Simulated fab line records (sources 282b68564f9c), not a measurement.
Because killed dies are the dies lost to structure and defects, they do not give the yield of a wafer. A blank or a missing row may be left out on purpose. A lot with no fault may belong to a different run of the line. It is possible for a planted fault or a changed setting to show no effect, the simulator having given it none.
fab line records / flow rit_cmos
record: lots: 14 wafers: 42 last_day: 7
route steps=202 shown ACTIVE@14
lots with no fault: from the same line, run without faults
start_h: hours from the record's opening day to when the first of the lot's shown wafers began / wait_h: hours since the lot's step before / " repeats the value in the row above / L1.1+2: several wafers, shown together as one row / - value missing, or start not given / * or withheld: withheld / < > ~ a bound
route shown NAME@n: NAME is a module with steps in the file, n the number in the route of the first one / usual: mean/standard deviation taken from wafers without a fault / same: alike in all rows / chamber/n: place in a boat / sites: each site's reading / _std_site: the standard deviation of these / _edge_site: outer sites' mean less inner sites' / radius_mm: how far each site lies from the wafer's centre / mask NAME#n: copy n / behind: the most recent tool/chamber to have shaped the wafer / hold: why the lot was held/for how many hours/how that ended / device: the n, p or np transistor that did not switch / end of line: the tests these same wafers got at the end of their route / a step without rows: its recipe alone / killed: count of dies lost to structure and defects at first sort (not the wafer's yield) / map: a wafer's dies, marking killed ones x, the rest . and places with no die _
set.NAME: the setting that was run; set.NAME@STEP: the one run at that earlier step / model.NAME: the simulator's own value behind a step, which no gauge read
a sample of lots followed through the steps of the route, with each step as a table and each wafer as a row
services: the hour from which a tool's chamber was out of use, counted from the record's first day as start_h (under 0 if before that day), plus the number of hours and why
== steps ==
step: RIT_ACTIVE_ETCH_13
recipe: stop_on: SiO2 chemistry: SF6 target: Si3N4 time_s: 210 over_etch_frac: 0.4 SF6_flow_sccm: 200 pressure_mtorr: 260 rf_w: 125 target_depth_a: 2100
usual: SF6_flow_sccm: 199.9/0.58 chamber_pressure_mTorr: 260.01/0.24 drypump_motor_current_A: 5.9/0.48 oes_product_au: 0.814/0.012 throttle_valve_pct: 7.54/0.18
lot.wafer=L477.2 tool=rie_diel-03 chamber=1 start_h=19.71 wait_h=0.1 SF6_flow_sccm=200.1 chamber_pressure_mTorr=259.97 drypump_motor_current_A=5.6 oes_product_au=0.833 rf_hours_counter_h=158 throttle_valve_pct=7.46
lot.wafer=L477.5 tool=rie_diel-03 chamber=3 start_h=19.71 wait_h=0.1 SF6_flow_sccm=199.4 chamber_pressure_mTorr=259.71 drypump_motor_current_A=5.5 oes_product_au=0.808 rf_hours_counter_h=- throttle_valve_pct=7.69
lot.wafer=L477.6 tool=rie_diel-03 chamber=2 start_h=19.71 wait_h=0.1 SF6_flow_sccm=199.8 chamber_pressure_mTorr=259.94 drypump_motor_current_A=6.1 oes_product_au=0.799 rf_hours_counter_h=- throttle_valve_pct=7.36
lot.wafer=L478.2 tool=rie_diel-04 chamber=3 start_h=24.71 wait_h=0.1 SF6_flow_sccm=198.7 chamber_pressure_mTorr=260.00 drypump_motor_current_A=6.1 oes_product_au=0.814 rf_hours_counter_h=26 throttle_valve_pct=7.38
lot.wafer=L478.4 tool=rie_diel-04 chamber=3 start_h=24.71 wait_h=0.1 SF6_flow_sccm=199.4 chamber_pressure_mTorr=259.69 drypump_motor_current_A=6.1 oes_product_au=0.814 rf_hours_counter_h=- throttle_valve_pct=7.38
lot.wafer=L478.5 tool=rie_diel-04 chamber=3 start_h=24.71 wait_h=0.1 SF6_flow_sccm=198.6 chamber_pressure_mTorr=260.09 drypump_motor_current_A=6.2 oes_product_au=0.825 rf_hours_counter_h=- throttle_valve_pct=7.37
lot.wafer=L479.1 tool=rie_diel-02 chamber=3 start_h=29.71 wait_h=0.1 SF6_flow_sccm=199.6 chamber_pressure_mTorr=259.52 drypump_motor_current_A=5.2 oes_product_au=0.804 rf_hours_counter_h=71 throttle_valve_pct=7.75
lot.wafer=L479.5 tool=rie_diel-02 chamber=0 start_h=29.71 wait_h=0.1 SF6_flow_sccm=198.3 chamber_pressure_mTorr=259.97 drypump_motor_current_A=6.3 oes_product_au=0.811 rf_hours_counter_h=- throttle_valve_pct=7.30
lot.wafer=L479.6 tool=rie_diel-02 chamber=3 start_h=29.71 wait_h=0.1 SF6_flow_sccm=199.7 chamber_pressure_mTorr=260.05 drypump_motor_current_A=5.2 oes_product_au=0.815 rf_hours_counter_h=- throttle_valve_pct=7.76
lot.wafer=L480.1 tool=rie_diel-03 chamber=0 start_h=34.83 wait_h=0.1 SF6_flow_sccm=199.1 chamber_pressure_mTorr=260.39 drypump_motor_current_A=5.3 oes_product_au=0.825 rf_hours_counter_h=43 throttle_valve_pct=7.79
lot.wafer=L480.4 tool=rie_diel-03 chamber=1 start_h=34.83 wait_h=0.1 SF6_flow_sccm=200.8 chamber_pressure_mTorr=259.79 drypump_motor_current_A=5.6 oes_product_au=0.821 rf_hours_counter_h=159 throttle_valve_pct=7.45
lot.wafer=L480.6 tool=rie_diel-03 chamber=0 start_h=34.83 wait_h=0.1 SF6_flow_sccm=200.2 chamber_pressure_mTorr=259.88 drypump_motor_current_A=5.3 oes_product_au=0.824 rf_hours_counter_h=- throttle_valve_pct=7.79
lot.wafer=L483.2 tool=rie_diel-03 chamber=2 start_h=49.74 wait_h=0.1 SF6_flow_sccm=200.2 chamber_pressure_mTorr=260.28 drypump_motor_current_A=6.1 oes_product_au=0.796 rf_hours_counter_h=129 throttle_valve_pct=7.35
lot.wafer=L483.3 tool=rie_diel-03 chamber=1 start_h=49.74 wait_h=0.1 SF6_flow_sccm=199.6 chamber_pressure_mTorr=259.90 drypump_motor_current_A=5.6 oes_product_au=0.826 rf_hours_counter_h=159 throttle_valve_pct=7.46
lot.wafer=L483.4 tool=rie_diel-03 chamber=3 start_h=49.74 wait_h=0.1 SF6_flow_sccm=199.7 chamber_pressure_mTorr=259.74 drypump_motor_current_A=5.5 oes_product_au=0.790 rf_hours_counter_h=1 throttle_valve_pct=7.69
lot.wafer=L485.1 tool=rie_diel-02 chamber=0 start_h=59.83 wait_h=0.1 SF6_flow_sccm=- chamber_pressure_mTorr=- drypump_motor_current_A=- oes_product_au=- rf_hours_counter_h=- throttle_valve_pct=-
lot.wafer=L485.2 tool=rie_diel-02 chamber=3 start_h=59.83 wait_h=0.1 SF6_flow_sccm=- chamber_pressure_mTorr=- drypump_motor_current_A=- oes_product_au=- rf_hours_counter_h=- throttle_valve_pct=-
lot.wafer=L485.6 tool=rie_diel-02 chamber=3 start_h=59.83 wait_h=0.1 SF6_flow_sccm=- chamber_pressure_mTorr=- drypump_motor_current_A=- oes_product_au=- rf_hours_counter_h=- throttle_valve_pct=-
lot.wafer=L486.2 tool=rie_diel-04 chamber=2 start_h=65.44 wait_h=0.1 SF6_flow_sccm=- chamber_pressure_mTorr=- drypump_motor_current_A=- oes_product_au=- rf_hours_counter_h=- throttle_valve_pct=-
lot.wafer=L486.4 tool=rie_diel-04 chamber=3 start_h=65.44 wait_h=0.1 SF6_flow_sccm=- chamber_pressure_mTorr=- drypump_motor_current_A=- oes_product_au=- rf_hours_counter_h=- throttle_valve_pct=-
lot.wafer=L486.6 tool=rie_diel-04 chamber=0 start_h=65.44 wait_h=0.1 SF6_flow_sccm=- chamber_pressure_mTorr=- drypump_motor_current_A=- oes_product_au=- rf_hours_counter_h=- throttle_valve_pct=-
lot.wafer=L491.1 tool=rie_diel-04 chamber=0 start_h=90.35 wait_h=0.1 SF6_flow_sccm=200.5 chamber_pressure_mTorr=259.85 drypump_motor_current_A=5.9 oes_product_au=0.804 rf_hours_counter_h=117 throttle_valve_pct=7.65
lot.wafer=L491.2 tool=rie_diel-04 chamber=1 start_h=90.35 wait_h=0.1 SF6_flow_sccm=200.2 chamber_pressure_mTorr=259.99 drypump_motor_current_A=6.6 oes_product_au=0.808 rf_hours_counter_h=6 throttle_valve_pct=7.51
lot.wafer=L491.5 tool=rie_diel-04 chamber=0 start_h=90.35 wait_h=0.1 SF6_flow_sccm=200.2 chamber_pressure_mTorr=260.39 drypump_motor_current_A=5.9 oes_product_au=0.802 rf_hours_counter_h=- throttle_valve_pct=7.66
lot.wafer=L492.1 tool=rie_diel-04 chamber=0 start_h=97.24 wait_h=0.1 SF6_flow_sccm=199.8 chamber_pressure_mTorr=259.82 drypump_motor_current_A=5.9 oes_product_au=0.808 rf_hours_counter_h=117 throttle_valve_pct=7.66
lot.wafer=L492.3 tool=rie_diel-04 chamber=2 start_h=97.24 wait_h=0.1 SF6_flow_sccm=200.5 chamber_pressure_mTorr=260.02 drypump_motor_current_A=5.4 oes_product_au=0.817 rf_hours_counter_h=0 throttle_valve_pct=7.33
lot.wafer=L492.6 tool=rie_diel-04 chamber=0 start_h=97.24 wait_h=0.1 SF6_flow_sccm=200.4 chamber_pressure_mTorr=259.73 drypump_motor_current_A=5.9 oes_product_au=0.802 rf_hours_counter_h=- throttle_valve_pct=7.65
lot.wafer=L494.2 tool=rie_diel-02 chamber=1 start_h=104.71 wait_h=0.1 SF6_flow_sccm=200.1 chamber_pressure_mTorr=259.97 drypump_motor_current_A=6.6 oes_product_au=0.841 rf_hours_counter_h=121 throttle_valve_pct=7.70
lot.wafer=L494.4 tool=rie_diel-02 chamber=0 start_h=104.71 wait_h=0.1 SF6_flow_sccm=200.2 chamber_pressure_mTorr=260.53 drypump_motor_current_A=6.3 oes_product_au=0.816 rf_hours_counter_h=0 throttle_valve_pct=7.31
lot.wafer=L494.5 tool=rie_diel-02 chamber=0 start_h=104.71 wait_h=0.1 SF6_flow_sccm=200.2 chamber_pressure_mTorr=259.88 drypump_motor_current_A=6.3 oes_product_au=0.807 rf_hours_counter_h=- throttle_valve_pct=7.31
lot.wafer=L495.1 tool=rie_diel-03 chamber=0 start_h=109.92 wait_h=0.1 SF6_flow_sccm=201.4 chamber_pressure_mTorr=259.78 drypump_motor_current_A=5.3 oes_product_au=0.821 rf_hours_counter_h=44 throttle_valve_pct=7.77
lot.wafer=L495.2 tool=rie_diel-03 chamber=2 start_h=109.92 wait_h=0.1 SF6_flow_sccm=200.8 chamber_pressure_mTorr=259.99 drypump_motor_current_A=6.1 oes_product_au=0.807 rf_hours_counter_h=130 throttle_valve_pct=7.38
lot.wafer=L495.3 tool=rie_diel-03 chamber=3 start_h=109.92 wait_h=0.1 SF6_flow_sccm=199.6 chamber_pressure_mTorr=259.70 drypump_motor_current_A=5.5 oes_product_au=0.802 rf_hours_counter_h=2 throttle_valve_pct=7.69
lot.wafer=L497.2 tool=rie_diel-02 chamber=2 start_h=119.71 wait_h=0.1 SF6_flow_sccm=199.7 chamber_pressure_mTorr=260.56 drypump_motor_current_A=6.3 oes_product_au=0.816 rf_hours_counter_h=4 throttle_valve_pct=7.25
lot.wafer=L497.3 tool=rie_diel-02 chamber=1 start_h=119.71 wait_h=0.1 SF6_flow_sccm=199.8 chamber_pressure_mTorr=259.92 drypump_motor_current_A=6.6 oes_product_au=0.840 rf_hours_counter_h=121 throttle_valve_pct=7.71
lot.wafer=L497.6 tool=rie_diel-02 chamber=1 start_h=119.71 wait_h=0.1 SF6_flow_sccm=199.2 chamber_pressure_mTorr=259.84 drypump_motor_current_A=6.6 oes_product_au=0.838 rf_hours_counter_h=- throttle_valve_pct=7.70
lot.wafer=L498.1 tool=rie_diel-04 chamber=1 start_h=125.14 wait_h=0.1 SF6_flow_sccm=198.9 chamber_pressure_mTorr=259.74 drypump_motor_current_A=6.7 oes_product_au=0.809 rf_hours_counter_h=7 throttle_valve_pct=7.52
lot.wafer=L498.2 tool=rie_diel-04 chamber=3 start_h=125.14 wait_h=0.1 SF6_flow_sccm=200.3 chamber_pressure_mTorr=259.79 drypump_motor_current_A=6.1 oes_product_au=0.825 rf_hours_counter_h=28 throttle_valve_pct=7.40
lot.wafer=L498.5 tool=rie_diel-04 chamber=2 start_h=125.14 wait_h=0.1 SF6_flow_sccm=200.3 chamber_pressure_mTorr=259.75 drypump_motor_current_A=5.4 oes_product_au=0.828 rf_hours_counter_h=- throttle_valve_pct=7.35
lot.wafer=L499.1 tool=rie_diel-03 chamber=1 start_h=129.83 wait_h=0.1 SF6_flow_sccm=200.0 chamber_pressure_mTorr=260.32 drypump_motor_current_A=5.6 oes_product_au=0.830 rf_hours_counter_h=0 throttle_valve_pct=7.47
lot.wafer=L499.2 tool=rie_diel-03 chamber=2 start_h=129.83 wait_h=0.1 SF6_flow_sccm=200.0 chamber_pressure_mTorr=259.95 drypump_motor_current_A=6.1 oes_product_au=0.807 rf_hours_counter_h=130 throttle_valve_pct=7.38
lot.wafer=L499.4 tool=rie_diel-03 chamber=0 start_h=129.83 wait_h=0.1 SF6_flow_sccm=199.8 chamber_pressure_mTorr=259.72 drypump_motor_current_A=5.3 oes_product_au=0.815 rf_hours_counter_h=44 throttle_valve_pct=7.76
step: RIT_ACTIVE_CD_MEAS_90
recipe: target_cd_nm: 1400
usual: cd_nm: 1400.7/2.5
lot.wafer=L477.2 tool=cd_sem-02 chamber=- start_h=20.04 wait_h=0.1 cd_nm=1397.4
lot.wafer=L477.5 tool=cd_sem-02 chamber=- start_h=20.04 wait_h=0.1 cd_nm=1397.1
lot.wafer=L477.6 tool=cd_sem-02 chamber=- start_h=20.04 wait_h=0.1 cd_nm=1397.1
lot.wafer=L478.2 tool=cd_sem-02 chamber=- start_h=25.10 wait_h=0.1 cd_nm=1399.5
lot.wafer=L478.4 tool=cd_sem-02 chamber=- start_h=25.10 wait_h=0.1 cd_nm=1398.1
lot.wafer=L478.5 tool=cd_sem-02 chamber=- start_h=25.10 wait_h=0.1 cd_nm=1398.6
lot.wafer=L479.1 tool=cd_sem-02 chamber=- start_h=30.02 wait_h=0.1 cd_nm=1401.5
lot.wafer=L479.5 tool=cd_sem-02 chamber=- start_h=30.02 wait_h=0.1 cd_nm=1401.3
lot.wafer=L479.6 tool=cd_sem-02 chamber=- start_h=30.02 wait_h=0.1 cd_nm=1401.9
lot.wafer=L480.1 tool=cd_sem-01 chamber=- start_h=35.14 wait_h=0.1 cd_nm=1401.5
lot.wafer=L480.4 tool=cd_sem-01 chamber=- start_h=35.14 wait_h=0.1 cd_nm=1400.4
lot.wafer=L480.6 tool=cd_sem-01 chamber=- start_h=35.14 wait_h=0.1 cd_nm=1401.1
lot.wafer=L483.2 tool=cd_sem-02 chamber=- start_h=50.07 wait_h=0.1 cd_nm=1398.8
lot.wafer=L483.3 tool=cd_sem-02 chamber=- start_h=50.07 wait_h=0.1 cd_nm=1400.3
lot.wafer=L483.4 tool=cd_sem-02 chamber=- start_h=50.07 wait_h=0.1 cd_nm=1399.6
lot.wafer=L485.1 tool=cd_sem-02 chamber=- start_h=60.14 wait_h=0.1 cd_nm=-
lot.wafer=L485.2 tool=cd_sem-02 chamber=- start_h=60.14 wait_h=0.1 cd_nm=-
lot.wafer=L485.6 tool=cd_sem-02 chamber=- start_h=60.14 wait_h=0.1 cd_nm=-
lot.wafer=L486.2 tool=cd_sem-02 chamber=- start_h=65.77 wait_h=0.1 cd_nm=-
lot.wafer=L486.4 tool=cd_sem-02 chamber=- start_h=65.77 wait_h=0.1 cd_nm=-
lot.wafer=L486.6 tool=cd_sem-02 chamber=- start_h=65.77 wait_h=0.1 cd_nm=-
lot.wafer=L491.1 tool=cd_sem-02 chamber=- start_h=90.66 wait_h=0.1 cd_nm=1397.4
lot.wafer=L491.2 tool=cd_sem-02 chamber=- start_h=90.66 wait_h=0.1 cd_nm=1402.1
lot.wafer=L491.5 tool=cd_sem-02 chamber=- start_h=90.66 wait_h=0.1 cd_nm=1399.6
lot.wafer=L492.1 tool=cd_sem-02 chamber=- start_h=97.56 wait_h=0.1 cd_nm=1397.8
lot.wafer=L492.3 tool=cd_sem-02 chamber=- start_h=97.56 wait_h=0.1 cd_nm=1398.6
lot.wafer=L492.6 tool=cd_sem-02 chamber=- start_h=97.56 wait_h=0.1 cd_nm=1397.1
lot.wafer=L494.2 tool=cd_sem-01 chamber=- start_h=105.04 wait_h=0.1 cd_nm=1401.5
lot.wafer=L494.4 tool=cd_sem-01 chamber=- start_h=105.04 wait_h=0.1 cd_nm=1401.5
lot.wafer=L494.5 tool=cd_sem-01 chamber=- start_h=105.04 wait_h=0.1 cd_nm=1402.1
lot.wafer=L495.1 tool=cd_sem-01 chamber=- start_h=110.22 wait_h=0.1 cd_nm=1402.3
lot.wafer=L495.2 tool=cd_sem-01 chamber=- start_h=110.22 wait_h=0.1 cd_nm=1401.4
lot.wafer=L495.3 tool=cd_sem-01 chamber=- start_h=110.22 wait_h=0.1 cd_nm=1402.3
lot.wafer=L497.2 tool=cd_sem-02 chamber=- start_h=120.04 wait_h=0.1 cd_nm=1402.2
lot.wafer=L497.3 tool=cd_sem-02 chamber=- start_h=120.04 wait_h=0.1 cd_nm=1401.5
lot.wafer=L497.6 tool=cd_sem-02 chamber=- start_h=120.04 wait_h=0.1 cd_nm=1399.7
lot.wafer=L498.1 tool=cd_sem-01 chamber=- start_h=125.44 wait_h=0.1 cd_nm=1397.5
lot.wafer=L498.2 tool=cd_sem-01 chamber=- start_h=125.44 wait_h=0.1 cd_nm=1395.4
lot.wafer=L498.5 tool=cd_sem-01 chamber=- start_h=125.44 wait_h=0.1 cd_nm=1397.9
lot.wafer=L499.1 tool=cd_sem-02 chamber=- start_h=130.14 wait_h=0.1 cd_nm=1402.3
lot.wafer=L499.2 tool=cd_sem-02 chamber=- start_h=130.14 wait_h=0.1 cd_nm=1402.2
lot.wafer=L499.4 tool=cd_sem-02 chamber=- start_h=130.14 wait_h=0.1 cd_nm=1403.7
== services ==
tool=rie_diel-04 chamber=0 start_h=19.34 hours=8.1 kind=repair
tool=rie_diel-04 chamber=2 start_h=22.64 hours=19.4 kind=repair
tool=rie_diel-02 chamber=- start_h=44.06 hours=15.6 kind=pm
tool=rie_diel-02 chamber=1 start_h=71.90 hours=7.7 kind=repair
tool=rie_diel-02 chamber=0 start_h=75.18 hours=1.3 kind=repair
tool=rie_diel-04 chamber=2 start_h=82.42 hours=- kind=clean
tool=rie_diel-04 chamber=2 start_h=82.42 hours=12.5 kind=scheduled_down
tool=rie_diel-04 chamber=2 start_h=82.42 hours=12.5 kind=vent_cycle
tool=rie_diel-02 chamber=0 start_h=87.15 hours=- kind=clean
tool=rie_diel-02 chamber=0 start_h=87.15 hours=15.4 kind=scheduled_down
tool=rie_diel-02 chamber=0 start_h=87.15 hours=15.4 kind=vent_cycle
tool=rie_diel-02 chamber=3 start_h=87.56 hours=9.3 kind=repair
tool=rie_diel-03 chamber=2 start_h=89.44 hours=15.4 kind=repair
tool=rie_diel-03 chamber=1 start_h=104.86 hours=- kind=clean
tool=rie_diel-03 chamber=1 start_h=104.86 hours=14.5 kind=scheduled_down
tool=rie_diel-03 chamber=1 start_h=104.86 hours=14.5 kind=vent_cycle
== key ==
first_sign: step: RIT_ACTIVE_ETCH_13 reading: tool_record direction: missing
effect: step: RIT_ACTIVE_CD_MEAS_90 reading: cd_nm direction: missing
met_at RIT_ACTIVE_ETCH_13
struck_lots L485,L486
later_rows_left_out L485.1,L485.2,L485.6,L486.2,L486.4,L486.6
sort_left_out L485.1,L485.2,L485.6,L486.2,L486.4,L486.6
tester_left_out L485,L486
onset_between 29.71 59.83
fault: kind: skipped_step_whole tool: rie_diel-02,rie_diel-04 chamber: - onset_h: 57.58 steps: RIT_ACTIVE_ETCH_13 scope: struck_lots_only
tester_left_out: of these lots the tester's yield and bins aren't shown, on N5 and GAA mostly nor the transistor test; their killed dies are dies lost to structure and defects alone, not to doping, threshold or leakage, so they don't give the yield
sort_left_out: the simulated sort isn't trusted on such a fault, so these wafers' sort isn't shown, and their yield isn't known
later_rows_left_out: the simulator's readings of these wafers behind a module that went badly wrong aren't trusted and aren't shown, but for the sort
